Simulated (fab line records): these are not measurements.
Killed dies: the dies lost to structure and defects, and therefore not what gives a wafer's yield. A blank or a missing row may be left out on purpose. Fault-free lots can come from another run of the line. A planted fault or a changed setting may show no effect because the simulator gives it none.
fab line records / flow berkeley_cmos170
[record] lots = 15 wafers = 45 last_day = 13
route steps=331 shown FIELD@126 PLDD@148 NLDD@169
lots untouched by any fault: they come from a run of this same line in which no faults occurred
start_h: hours from the record's first day to the start of the lot's first wafer shown / wait_h: hours elapsed since this lot's preceding step / " repeats the value in the row above / L1.1+2: several wafers, shown together as one row / - value missing, or start not given / * or withheld: withheld / < > ~ a bound
route shown NAME@n: names a module that has steps shown in the file, with the first one's number in the route / usual: mean/standard deviation taken from wafers without a fault / same: alike in all rows / chamber/n: place in a boat / sites: readings site by site / _std_site: how widely they spread, as a standard deviation / _edge_site: the outer-site mean with the inner-site mean subtracted / radius_mm: for every site, how far away it sits from the centre of the wafer / mask NAME#n: copy n / behind: tool/chamber where the wafer was last shaped / hold: cause of the lot's hold/its duration in hours/its outcome / device: names the non-switching transistor (n, p or np) / end of line: the tests these same wafers got at the end of their route / where a step has no rows: the recipe by itself / killed: the dies lost at the first sort to structure and to defects; this is not the yield of the wafer / map: shows each die of a wafer: x if killed, . if not, _ if none is there
set.NAME: setting as actually run; set.NAME@STEP: the setting as run at that earlier step / model.NAME: the simulator's own value behind a step, which no gauge read
one table for each step of the route and one row for each wafer, over a sample of lots
services: the hour from which a tool's chamber was out of use, counted from the record's first day as start_h (under 0 if before that day), plus the number of hours and why
[[steps]]
[step UCB170_FIELD_THK_MEAS_91]
[recipe] reads = SiO2_of_FIELD_OXIDATION_01
[usual] FIELD_OXIDE_LEFT_2_THK = 351/8.7
lot.wafer=L624.2 tool=film_metro-04 chamber=- start_h=137.71 wait_h=0.0 FIELD_OXIDE_LEFT_2_THK[nm]=356
lot.wafer=L624.5 tool=film_metro-04 chamber=- start_h=137.71 wait_h=0.0 FIELD_OXIDE_LEFT_2_THK[nm]=355
lot.wafer=L624.6 tool=film_metro-04 chamber=- start_h=137.71 wait_h=0.0 FIELD_OXIDE_LEFT_2_THK[nm]=356
lot.wafer=L627.3 tool=film_metro-03 chamber=- start_h=138.22 wait_h=0.0 FIELD_OXIDE_LEFT_2_THK[nm]=352
lot.wafer=L627.4 tool=film_metro-03 chamber=- start_h=138.22 wait_h=0.0 FIELD_OXIDE_LEFT_2_THK[nm]=356
lot.wafer=L627.5 tool=film_metro-03 chamber=- start_h=138.22 wait_h=0.0 FIELD_OXIDE_LEFT_2_THK[nm]=348
lot.wafer=L626.2 tool=film_metro-04 chamber=- start_h=138.50 wait_h=0.0 FIELD_OXIDE_LEFT_2_THK[nm]=342
lot.wafer=L626.4 tool=film_metro-04 chamber=- start_h=138.50 wait_h=0.0 FIELD_OXIDE_LEFT_2_THK[nm]=335
lot.wafer=L626.6 tool=film_metro-04 chamber=- start_h=138.50 wait_h=0.0 FIELD_OXIDE_LEFT_2_THK[nm]=343
lot.wafer=L628.1 tool=film_metro-04 chamber=- start_h=156.10 wait_h=0.0 FIELD_OXIDE_LEFT_2_THK[nm]=357
lot.wafer=L628.4 tool=film_metro-04 chamber=- start_h=156.10 wait_h=0.0 FIELD_OXIDE_LEFT_2_THK[nm]=356
lot.wafer=L628.5 tool=film_metro-04 chamber=- start_h=156.10 wait_h=0.0 FIELD_OXIDE_LEFT_2_THK[nm]=360
lot.wafer=L632.2 tool=film_metro-03 chamber=- start_h=175.71 wait_h=0.0 FIELD_OXIDE_LEFT_2_THK[nm]=361
lot.wafer=L632.5 tool=film_metro-03 chamber=- start_h=175.71 wait_h=0.0 FIELD_OXIDE_LEFT_2_THK[nm]=364
lot.wafer=L632.6 tool=film_metro-03 chamber=- start_h=175.71 wait_h=0.0 FIELD_OXIDE_LEFT_2_THK[nm]=366
lot.wafer=L630.2 tool=film_metro-03 chamber=- start_h=176.42 wait_h=0.0 FIELD_OXIDE_LEFT_2_THK[nm]=354
lot.wafer=L630.5 tool=film_metro-03 chamber=- start_h=176.42 wait_h=0.0 FIELD_OXIDE_LEFT_2_THK[nm]=359
lot.wafer=L630.6 tool=film_metro-03 chamber=- start_h=176.42 wait_h=0.0 FIELD_OXIDE_LEFT_2_THK[nm]=357
lot.wafer=L631.4 tool=film_metro-02 chamber=- start_h=176.60 wait_h=0.0 FIELD_OXIDE_LEFT_2_THK[nm]=358
lot.wafer=L631.5 tool=film_metro-02 chamber=- start_h=176.60 wait_h=0.0 FIELD_OXIDE_LEFT_2_THK[nm]=357
lot.wafer=L631.6 tool=film_metro-02 chamber=- start_h=176.60 wait_h=0.0 FIELD_OXIDE_LEFT_2_THK[nm]=363
lot.wafer=L637.1 tool=film_metro-02 chamber=- start_h=209.29 wait_h=0.0 FIELD_OXIDE_LEFT_2_THK[nm]=349
lot.wafer=L637.3 tool=film_metro-02 chamber=- start_h=209.29 wait_h=0.0 FIELD_OXIDE_LEFT_2_THK[nm]=356
lot.wafer=L637.6 tool=film_metro-02 chamber=- start_h=209.29 wait_h=0.0 FIELD_OXIDE_LEFT_2_THK[nm]=363
lot.wafer=L641.1 tool=film_metro-04 chamber=- start_h=218.70 wait_h=0.0 FIELD_OXIDE_LEFT_2_THK[nm]=351
lot.wafer=L641.3 tool=film_metro-04 chamber=- start_h=218.70 wait_h=0.0 FIELD_OXIDE_LEFT_2_THK[nm]=332
lot.wafer=L641.4 tool=film_metro-04 chamber=- start_h=218.70 wait_h=0.0 FIELD_OXIDE_LEFT_2_THK[nm]=334
lot.wafer=L638.1 tool=film_metro-04 chamber=- start_h=219.33 wait_h=0.0 FIELD_OXIDE_LEFT_2_THK[nm]=350
lot.wafer=L638.2 tool=film_metro-04 chamber=- start_h=219.33 wait_h=0.0 FIELD_OXIDE_LEFT_2_THK[nm]=356
lot.wafer=L638.4 tool=film_metro-04 chamber=- start_h=219.33 wait_h=0.0 FIELD_OXIDE_LEFT_2_THK[nm]=349
lot.wafer=L642.3 tool=film_metro-03 chamber=- start_h=234.69 wait_h=0.0 FIELD_OXIDE_LEFT_2_THK[nm]=348
lot.wafer=L642.4 tool=film_metro-03 chamber=- start_h=234.69 wait_h=0.0 FIELD_OXIDE_LEFT_2_THK[nm]=342
lot.wafer=L642.6 tool=film_metro-03 chamber=- start_h=234.69 wait_h=0.0 FIELD_OXIDE_LEFT_2_THK[nm]=350
lot.wafer=L646.1 tool=film_metro-03 chamber=- start_h=246.73 wait_h=0.0 FIELD_OXIDE_LEFT_2_THK[nm]=344
lot.wafer=L646.3 tool=film_metro-03 chamber=- start_h=246.73 wait_h=0.0 FIELD_OXIDE_LEFT_2_THK[nm]=351
lot.wafer=L646.4 tool=film_metro-03 chamber=- start_h=246.73 wait_h=0.0 FIELD_OXIDE_LEFT_2_THK[nm]=348
lot.wafer=L643.2 tool=film_metro-03 chamber=- start_h=246.98 wait_h=0.0 FIELD_OXIDE_LEFT_2_THK[nm]=339
lot.wafer=L643.3 tool=film_metro-03 chamber=- start_h=246.98 wait_h=0.0 FIELD_OXIDE_LEFT_2_THK[nm]=351
lot.wafer=L643.5 tool=film_metro-03 chamber=- start_h=246.98 wait_h=0.0 FIELD_OXIDE_LEFT_2_THK[nm]=353
lot.wafer=L645.1 tool=film_metro-02 chamber=- start_h=247.45 wait_h=0.0 FIELD_OXIDE_LEFT_2_THK[nm]=358
lot.wafer=L645.2 tool=film_metro-02 chamber=- start_h=247.45 wait_h=0.0 FIELD_OXIDE_LEFT_2_THK[nm]=355
lot.wafer=L645.3 tool=film_metro-02 chamber=- start_h=247.45 wait_h=0.0 FIELD_OXIDE_LEFT_2_THK[nm]=352
lot.wafer=L647.1 tool=film_metro-04 chamber=- start_h=259.65 wait_h=0.0 FIELD_OXIDE_LEFT_2_THK[nm]=363
lot.wafer=L647.2 tool=film_metro-04 chamber=- start_h=259.65 wait_h=0.0 FIELD_OXIDE_LEFT_2_THK[nm]=364
lot.wafer=L647.6 tool=film_metro-04 chamber=- start_h=259.65 wait_h=0.0 FIELD_OXIDE_LEFT_2_THK[nm]=359
[step UCB170_PLDD_EXPOSE_03]
[recipe] mask_id = PSELECT na = 0.5 sigma_outer = 0.6 source_shape = conventional target_cd_nm = 1200 dose_mj = 30
lot.wafer=L627.3+4+5 tool=krf_scanner-02 chamber=0 start_h=155.02 wait_h=0.3 mask=PSELECT#0
lot.wafer=L626.2+4+6 tool=krf_scanner-01 chamber=0 start_h=155.33 wait_h=0.2 mask=PSELECT#0
lot.wafer=L624.2+5+6 tool=krf_scanner-02 chamber=0 start_h=155.78 wait_h=0.2 mask=PSELECT#0
lot.wafer=L628.1+4+5 tool=krf_scanner-01 chamber=0 start_h=172.49 wait_h=0.2 mask=PSELECT#0
lot.wafer=L630.2+5+6 tool=krf_scanner-02 chamber=0 start_h=194.08 wait_h=0.2 mask=PSELECT#0
lot.wafer=L631.4+5+6 tool=krf_scanner-02 chamber=0 start_h=194.23 wait_h=0.3 mask=PSELECT#0
lot.wafer=L632.2+5+6 tool=krf_scanner-02 chamber=0 start_h=194.31 wait_h=0.1 mask=PSELECT#0
lot.wafer=L637.1+3+6 tool=krf_scanner-01 chamber=0 start_h=232.90 wait_h=0.4 mask=PSELECT#0
lot.wafer=L641.1+3+4 tool=krf_scanner-01 chamber=0 start_h=238.50 wait_h=0.3 mask=PSELECT#0
lot.wafer=L638.1+2+4 tool=krf_scanner-01 chamber=0 start_h=238.98 wait_h=0.4 mask=PSELECT#0
lot.wafer=L642.3+4+6 tool=krf_scanner-01 chamber=0 start_h=248.45 wait_h=0.1 mask=PSELECT#0
lot.wafer=L646.1+3+4 tool=krf_scanner-01 chamber=0 start_h=264.41 wait_h=0.1 mask=PSELECT#0
lot.wafer=L643.2+3+5 tool=krf_scanner-01 chamber=0 start_h=265.60 wait_h=0.2 mask=PSELECT#0
lot.wafer=L645.1+2+3 tool=krf_scanner-01 chamber=0 start_h=265.70 wait_h=0.3 mask=PSELECT#0
lot.wafer=L647.1+2+6 tool=krf_scanner-01 chamber=0 start_h=275.47 wait_h=0.2 mask=PSELECT#0
[step UCB170_PLDD_CD_MEAS_06]
[recipe] target_cd_nm = 1200
[usual] cd_nm = 1200.4/1.2
lot.wafer=L627.3 tool=cd_sem-01 chamber=- start_h=155.76 wait_h=- cd_nm=1202.0
lot.wafer=L627.4 tool=cd_sem-01 chamber=- start_h=155.76 wait_h=- cd_nm=1200.8
lot.wafer=L627.5 tool=cd_sem-01 chamber=- start_h=155.76 wait_h=- cd_nm=1201.3
lot.wafer=L626.2 tool=cd_sem-02 chamber=- start_h=156.01 wait_h=- cd_nm=1201.2
lot.wafer=L626.4 tool=cd_sem-02 chamber=- start_h=156.01 wait_h=- cd_nm=1200.2
lot.wafer=L626.6 tool=cd_sem-02 chamber=- start_h=156.01 wait_h=- cd_nm=1200.8
lot.wafer=L624.2 tool=cd_sem-01 chamber=- start_h=156.38 wait_h=- cd_nm=1199.9
lot.wafer=L624.5 tool=cd_sem-01 chamber=- start_h=156.38 wait_h=- cd_nm=1199.7
lot.wafer=L624.6 tool=cd_sem-01 chamber=- start_h=156.38 wait_h=- cd_nm=1199.9
lot.wafer=L628.1 tool=cd_sem-02 chamber=- start_h=173.15 wait_h=- cd_nm=1200.4
lot.wafer=L628.4 tool=cd_sem-02 chamber=- start_h=173.15 wait_h=- cd_nm=1198.4
lot.wafer=L628.5 tool=cd_sem-02 chamber=- start_h=173.15 wait_h=- cd_nm=1200.3
lot.wafer=L630.2 tool=cd_sem-01 chamber=- start_h=194.50 wait_h=- cd_nm=1204.6
lot.wafer=L630.5 tool=cd_sem-01 chamber=- start_h=194.50 wait_h=- cd_nm=1203.8
lot.wafer=L630.6 tool=cd_sem-01 chamber=- start_h=194.50 wait_h=- cd_nm=1205.4
lot.wafer=L631.4 tool=cd_sem-01 chamber=- start_h=194.82 wait_h=- cd_nm=1202.6
lot.wafer=L631.5 tool=cd_sem-01 chamber=- start_h=194.82 wait_h=- cd_nm=1204.6
lot.wafer=L631.6 tool=cd_sem-01 chamber=- start_h=194.82 wait_h=- cd_nm=1204.0
lot.wafer=L632.2 tool=cd_sem-01 chamber=- start_h=195.01 wait_h=- cd_nm=1206.4
lot.wafer=L632.5 tool=cd_sem-01 chamber=- start_h=195.01 wait_h=- cd_nm=1204.5
lot.wafer=L632.6 tool=cd_sem-01 chamber=- start_h=195.01 wait_h=- cd_nm=1207.4
lot.wafer=L637.1 tool=cd_sem-01 chamber=- start_h=233.30 wait_h=- cd_nm=1198.9
lot.wafer=L637.3 tool=cd_sem-01 chamber=- start_h=233.30 wait_h=- cd_nm=1200.0
lot.wafer=L637.6 tool=cd_sem-01 chamber=- start_h=233.30 wait_h=- cd_nm=1200.2
lot.wafer=L641.1 tool=cd_sem-02 chamber=- start_h=238.89 wait_h=- cd_nm=1201.1
lot.wafer=L641.3 tool=cd_sem-02 chamber=- start_h=238.89 wait_h=- cd_nm=1200.8
lot.wafer=L641.4 tool=cd_sem-02 chamber=- start_h=238.89 wait_h=- cd_nm=1201.1
lot.wafer=L638.1 tool=cd_sem-02 chamber=- start_h=239.37 wait_h=- cd_nm=1202.6
lot.wafer=L638.2 tool=cd_sem-02 chamber=- start_h=239.37 wait_h=- cd_nm=1202.8
lot.wafer=L638.4 tool=cd_sem-02 chamber=- start_h=239.37 wait_h=- cd_nm=1202.5
lot.wafer=L642.3 tool=cd_sem-02 chamber=- start_h=248.85 wait_h=- cd_nm=1199.1
lot.wafer=L642.4 tool=cd_sem-02 chamber=- start_h=248.85 wait_h=- cd_nm=1199.3
lot.wafer=L642.6 tool=cd_sem-02 chamber=- start_h=248.85 wait_h=- cd_nm=1199.4
lot.wafer=L646.1 tool=cd_sem-01 chamber=- start_h=265.01 wait_h=- cd_nm=1201.7
lot.wafer=L646.3 tool=cd_sem-01 chamber=- start_h=265.01 wait_h=- cd_nm=1200.7
lot.wafer=L646.4 tool=cd_sem-01 chamber=- start_h=265.01 wait_h=- cd_nm=1201.1
lot.wafer=L643.2 tool=cd_sem-01 chamber=- start_h=266.30 wait_h=- cd_nm=1202.9
lot.wafer=L643.3 tool=cd_sem-01 chamber=- start_h=266.30 wait_h=- cd_nm=1201.5
lot.wafer=L643.5 tool=cd_sem-01 chamber=- start_h=266.30 wait_h=- cd_nm=1202.1
lot.wafer=L645.1 tool=cd_sem-01 chamber=- start_h=266.56 wait_h=- cd_nm=1201.3
lot.wafer=L645.2 tool=cd_sem-01 chamber=- start_h=266.56 wait_h=- cd_nm=1200.2
lot.wafer=L645.3 tool=cd_sem-01 chamber=- start_h=266.56 wait_h=- cd_nm=1201.8
lot.wafer=L647.1 tool=cd_sem-01 chamber=- start_h=276.12 wait_h=- cd_nm=1198.7
lot.wafer=L647.2 tool=cd_sem-01 chamber=- start_h=276.12 wait_h=- cd_nm=1200.4
lot.wafer=L647.6 tool=cd_sem-01 chamber=- start_h=276.12 wait_h=- cd_nm=1199.3
[step UCB170_PLDD_TW_MEAS_11]
[usual] PLDD_TW = 1006/11
lot.wafer=L627.3 tool=film_metro-01 chamber=- start_h=156.30 wait_h=0.1 PLDD_TW=1021
lot.wafer=L627.4 tool=film_metro-01 chamber=- start_h=156.30 wait_h=0.1 PLDD_TW=1020
lot.wafer=L627.5 tool=film_metro-01 chamber=- start_h=156.30 wait_h=0.1 PLDD_TW=1020
lot.wafer=L626.2 tool=film_metro-03 chamber=- start_h=156.56 wait_h=0.1 PLDD_TW=1005
lot.wafer=L626.4 tool=film_metro-03 chamber=- start_h=156.56 wait_h=0.1 PLDD_TW=1006
lot.wafer=L626.6 tool=film_metro-03 chamber=- start_h=156.56 wait_h=0.1 PLDD_TW=1003
lot.wafer=L624.2 tool=film_metro-04 chamber=- start_h=156.93 wait_h=0.1 PLDD_TW=997
lot.wafer=L624.5 tool=film_metro-04 chamber=- start_h=156.93 wait_h=0.1 PLDD_TW=995
lot.wafer=L624.6 tool=film_metro-04 chamber=- start_h=156.93 wait_h=0.1 PLDD_TW=994
lot.wafer=L628.1 tool=film_metro-04 chamber=- start_h=173.70 wait_h=0.1 PLDD_TW=984
lot.wafer=L628.4 tool=film_metro-04 chamber=- start_h=173.70 wait_h=0.1 PLDD_TW=988
lot.wafer=L628.5 tool=film_metro-04 chamber=- start_h=173.70 wait_h=0.1 PLDD_TW=979
lot.wafer=L630.2 tool=film_metro-04 chamber=- start_h=195.05 wait_h=0.1 PLDD_TW=999
lot.wafer=L630.5 tool=film_metro-04 chamber=- start_h=195.05 wait_h=0.1 PLDD_TW=997
lot.wafer=L630.6 tool=film_metro-04 chamber=- start_h=195.05 wait_h=0.1 PLDD_TW=992
lot.wafer=L631.4 tool=film_metro-03 chamber=- start_h=195.34 wait_h=0.1 PLDD_TW=1007
lot.wafer=L631.5 tool=film_metro-03 chamber=- start_h=195.34 wait_h=0.1 PLDD_TW=1011
lot.wafer=L631.6 tool=film_metro-03 chamber=- start_h=195.34 wait_h=0.1 PLDD_TW=1016
lot.wafer=L632.2 tool=film_metro-04 chamber=- start_h=195.55 wait_h=0.1 PLDD_TW=990
lot.wafer=L632.5 tool=film_metro-04 chamber=- start_h=195.55 wait_h=0.1 PLDD_TW=995
lot.wafer=L632.6 tool=film_metro-04 chamber=- start_h=195.55 wait_h=0.1 PLDD_TW=998
lot.wafer=L637.1 tool=film_metro-03 chamber=- start_h=233.88 wait_h=0.1 PLDD_TW=1007
lot.wafer=L637.3 tool=film_metro-03 chamber=- start_h=233.88 wait_h=0.1 PLDD_TW=1006
lot.wafer=L637.6 tool=film_metro-03 chamber=- start_h=233.88 wait_h=0.1 PLDD_TW=1011
lot.wafer=L641.1 tool=film_metro-01 chamber=- start_h=239.50 wait_h=0.1 PLDD_TW=1018
lot.wafer=L641.3 tool=film_metro-01 chamber=- start_h=239.50 wait_h=0.1 PLDD_TW=1014
lot.wafer=L641.4 tool=film_metro-01 chamber=- start_h=239.50 wait_h=0.1 PLDD_TW=1021
lot.wafer=L638.1 tool=film_metro-01 chamber=- start_h=240.10 wait_h=0.1 PLDD_TW=1019
lot.wafer=L638.2 tool=film_metro-01 chamber=- start_h=240.10 wait_h=0.1 PLDD_TW=1021
lot.wafer=L638.4 tool=film_metro-01 chamber=- start_h=240.10 wait_h=0.1 PLDD_TW=1024
lot.wafer=L642.3 tool=film_metro-03 chamber=- start_h=249.38 wait_h=0.1 PLDD_TW=1006
lot.wafer=L642.4 tool=film_metro-03 chamber=- start_h=249.38 wait_h=0.1 PLDD_TW=1010
lot.wafer=L642.6 tool=film_metro-03 chamber=- start_h=249.38 wait_h=0.1 PLDD_TW=1006
lot.wafer=L646.1 tool=film_metro-01 chamber=- start_h=265.56 wait_h=0.1 PLDD_TW=1011
lot.wafer=L646.3 tool=film_metro-01 chamber=- start_h=265.56 wait_h=0.1 PLDD_TW=1014
lot.wafer=L646.4 tool=film_metro-01 chamber=- start_h=265.56 wait_h=0.1 PLDD_TW=1018
lot.wafer=L643.2 tool=film_metro-01 chamber=- start_h=266.85 wait_h=0.1 PLDD_TW=1007
lot.wafer=L643.3 tool=film_metro-01 chamber=- start_h=266.85 wait_h=0.1 PLDD_TW=1009
lot.wafer=L643.5 tool=film_metro-01 chamber=- start_h=266.85 wait_h=0.1 PLDD_TW=1011
lot.wafer=L645.1 tool=film_metro-04 chamber=- start_h=267.11 wait_h=0.1 PLDD_TW=997
lot.wafer=L645.2 tool=film_metro-04 chamber=- start_h=267.11 wait_h=0.1 PLDD_TW=997
lot.wafer=L645.3 tool=film_metro-04 chamber=- start_h=267.11 wait_h=0.1 PLDD_TW=994
lot.wafer=L647.1 tool=film_metro-04 chamber=- start_h=276.67 wait_h=0.1 PLDD_TW=991
lot.wafer=L647.2 tool=film_metro-04 chamber=- start_h=276.67 wait_h=0.1 PLDD_TW=993
lot.wafer=L647.6 tool=film_metro-04 chamber=- start_h=276.67 wait_h=0.1 PLDD_TW=993
[step UCB170_NLDD_TW_MEAS_11]
[usual] NLDD_TW = 2207/24
lot.wafer=L627.3 tool=film_metro-03 chamber=- start_h=158.72 wait_h=0.1 NLDD_TW=2197
lot.wafer=L627.4 tool=film_metro-03 chamber=- start_h=158.72 wait_h=0.1 NLDD_TW=2211
lot.wafer=L627.5 tool=film_metro-03 chamber=- start_h=158.72 wait_h=0.1 NLDD_TW=2204
lot.wafer=L626.2 tool=film_metro-04 chamber=- start_h=158.99 wait_h=0.1 NLDD_TW=2165
lot.wafer=L626.4 tool=film_metro-04 chamber=- start_h=158.99 wait_h=0.1 NLDD_TW=2165
lot.wafer=L626.6 tool=film_metro-04 chamber=- start_h=158.99 wait_h=0.1 NLDD_TW=2175
lot.wafer=L624.2 tool=film_metro-03 chamber=- start_h=159.61 wait_h=0.1 NLDD_TW=2205
lot.wafer=L624.5 tool=film_metro-03 chamber=- start_h=159.61 wait_h=0.1 NLDD_TW=2194
lot.wafer=L624.6 tool=film_metro-03 chamber=- start_h=159.61 wait_h=0.1 NLDD_TW=2211
lot.wafer=L628.1 tool=film_metro-01 chamber=- start_h=176.42 wait_h=0.1 NLDD_TW=2215
lot.wafer=L628.4 tool=film_metro-01 chamber=- start_h=176.42 wait_h=0.1 NLDD_TW=2227
lot.wafer=L628.5 tool=film_metro-01 chamber=- start_h=176.42 wait_h=0.1 NLDD_TW=2221
lot.wafer=L630.2 tool=film_metro-04 chamber=- start_h=197.13 wait_h=0.1 NLDD_TW=2172
lot.wafer=L630.5 tool=film_metro-04 chamber=- start_h=197.13 wait_h=0.1 NLDD_TW=2184
lot.wafer=L630.6 tool=film_metro-04 chamber=- start_h=197.13 wait_h=0.1 NLDD_TW=2174
lot.wafer=L631.4 tool=film_metro-04 chamber=- start_h=197.39 wait_h=0.1 NLDD_TW=2168
lot.wafer=L631.5 tool=film_metro-04 chamber=- start_h=197.39 wait_h=0.1 NLDD_TW=2165
lot.wafer=L631.6 tool=film_metro-04 chamber=- start_h=197.39 wait_h=0.1 NLDD_TW=2182
lot.wafer=L632.2 tool=film_metro-04 chamber=- start_h=197.52 wait_h=0.1 NLDD_TW=2182
lot.wafer=L632.5 tool=film_metro-04 chamber=- start_h=197.52 wait_h=0.1 NLDD_TW=2195
lot.wafer=L632.6 tool=film_metro-04 chamber=- start_h=197.52 wait_h=0.1 NLDD_TW=2179
lot.wafer=L637.1 tool=film_metro-03 chamber=- start_h=235.78 wait_h=0.1 NLDD_TW=2207
lot.wafer=L637.3 tool=film_metro-03 chamber=- start_h=235.78 wait_h=0.1 NLDD_TW=2207
lot.wafer=L637.6 tool=film_metro-03 chamber=- start_h=235.78 wait_h=0.1 NLDD_TW=2207
lot.wafer=L641.1 tool=film_metro-01 chamber=- start_h=241.28 wait_h=0.1 NLDD_TW=2246
lot.wafer=L641.3 tool=film_metro-01 chamber=- start_h=241.28 wait_h=0.1 NLDD_TW=2235
lot.wafer=L641.4 tool=film_metro-01 chamber=- start_h=241.28 wait_h=0.1 NLDD_TW=2234
lot.wafer=L638.1 tool=film_metro-01 chamber=- start_h=241.88 wait_h=0.1 NLDD_TW=2234
lot.wafer=L638.2 tool=film_metro-01 chamber=- start_h=241.88 wait_h=0.1 NLDD_TW=2245
lot.wafer=L638.4 tool=film_metro-01 chamber=- start_h=241.88 wait_h=0.1 NLDD_TW=2232
lot.wafer=L642.3 tool=film_metro-03 chamber=- start_h=251.01 wait_h=0.1 NLDD_TW=2215
lot.wafer=L642.4 tool=film_metro-03 chamber=- start_h=251.01 wait_h=0.1 NLDD_TW=2206
lot.wafer=L642.6 tool=film_metro-03 chamber=- start_h=251.01 wait_h=0.1 NLDD_TW=2218
lot.wafer=L646.1 tool=film_metro-03 chamber=- start_h=268.29 wait_h=0.1 NLDD_TW=2211
lot.wafer=L646.3 tool=film_metro-03 chamber=- start_h=268.29 wait_h=0.1 NLDD_TW=2217
lot.wafer=L646.4 tool=film_metro-03 chamber=- start_h=268.29 wait_h=0.1 NLDD_TW=2206
lot.wafer=L643.2 tool=film_metro-04 chamber=- start_h=269.71 wait_h=0.1 NLDD_TW=2175
lot.wafer=L643.3 tool=film_metro-04 chamber=- start_h=269.71 wait_h=0.1 NLDD_TW=2178
lot.wafer=L643.5 tool=film_metro-04 chamber=- start_h=269.71 wait_h=0.1 NLDD_TW=2182
lot.wafer=L645.1 tool=film_metro-03 chamber=- start_h=270.25 wait_h=0.1 NLDD_TW=2222
lot.wafer=L645.2 tool=film_metro-03 chamber=- start_h=270.25 wait_h=0.1 NLDD_TW=2204
lot.wafer=L645.3 tool=film_metro-03 chamber=- start_h=270.25 wait_h=0.1 NLDD_TW=2228
lot.wafer=L647.1 tool=film_metro-03 chamber=- start_h=278.99 wait_h=0.1 NLDD_TW=2209
lot.wafer=L647.2 tool=film_metro-03 chamber=- start_h=278.99 wait_h=0.1 NLDD_TW=2217
lot.wafer=L647.6 tool=film_metro-03 chamber=- start_h=278.99 wait_h=0.1 NLDD_TW=2216
[[services]]
tool=krf_scanner-02 chamber=- start_h=152.57 hours=0.8 kind=pm
tool=krf_scanner-01 chamber=- start_h=173.67 hours=1.3 kind=pm
tool=krf_scanner-02 chamber=- start_h=183.42 hours=1.3 kind=repair
tool=krf_scanner-01 chamber=- start_h=185.97 hours=1.3 kind=repair
tool=krf_scanner-01 chamber=- start_h=200.53 hours=0.3 kind=repair
tool=krf_scanner-01 chamber=0 start_h=211.17 hours=- kind=calibration
tool=krf_scanner-02 chamber=0 start_h=219.68 hours=- kind=calibration
tool=krf_scanner-02 chamber=- start_h=229.89 hours=1.3 kind=pm
tool=krf_scanner-02 chamber=- start_h=241.02 hours=1.0 kind=pm
tool=krf_scanner-01 chamber=- start_h=273.51 hours=0.4 kind=repair
[[key]]
[first_sign] step = UCB170_PLDD_CD_MEAS_06 reading = cd_nm direction = up sigmas = 3.6 usual = 1200.4 struck = 1204.8
effect none on later readings
met_at UCB170_PLDD_EXPOSE_03
struck_lots L630,L631,L632
sort_left_out L632.2,L632.5,L632.6
tester_left_out L630,L631,L632
not_acting_at UCB170_FIELD_THK_MEAS_91,UCB170_PLDD_TW_MEAS_11,UCB170_NLDD_TW_MEAS_11
onset_between 155.78 194.08
[fault] kind = process_parameter_drift tool = krf_scanner-02 chamber = - onset_h = 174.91 steps = UCB170_PLDD_EXPOSE_03 channel = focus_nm offset = 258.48 spread_by_wafer = 0.3 shape = step end_h = 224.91
// tester_left_out: of these lots the tester's yield and bins aren't shown, on N5 and GAA mostly nor the transistor test; their killed dies are dies lost to structure and defects alone, not to doping, threshold or leakage, so they don't give the yield
// sort_left_out: the simulated sort isn't trusted on such a fault, so these wafers' sort isn't shown, and their yield isn't known
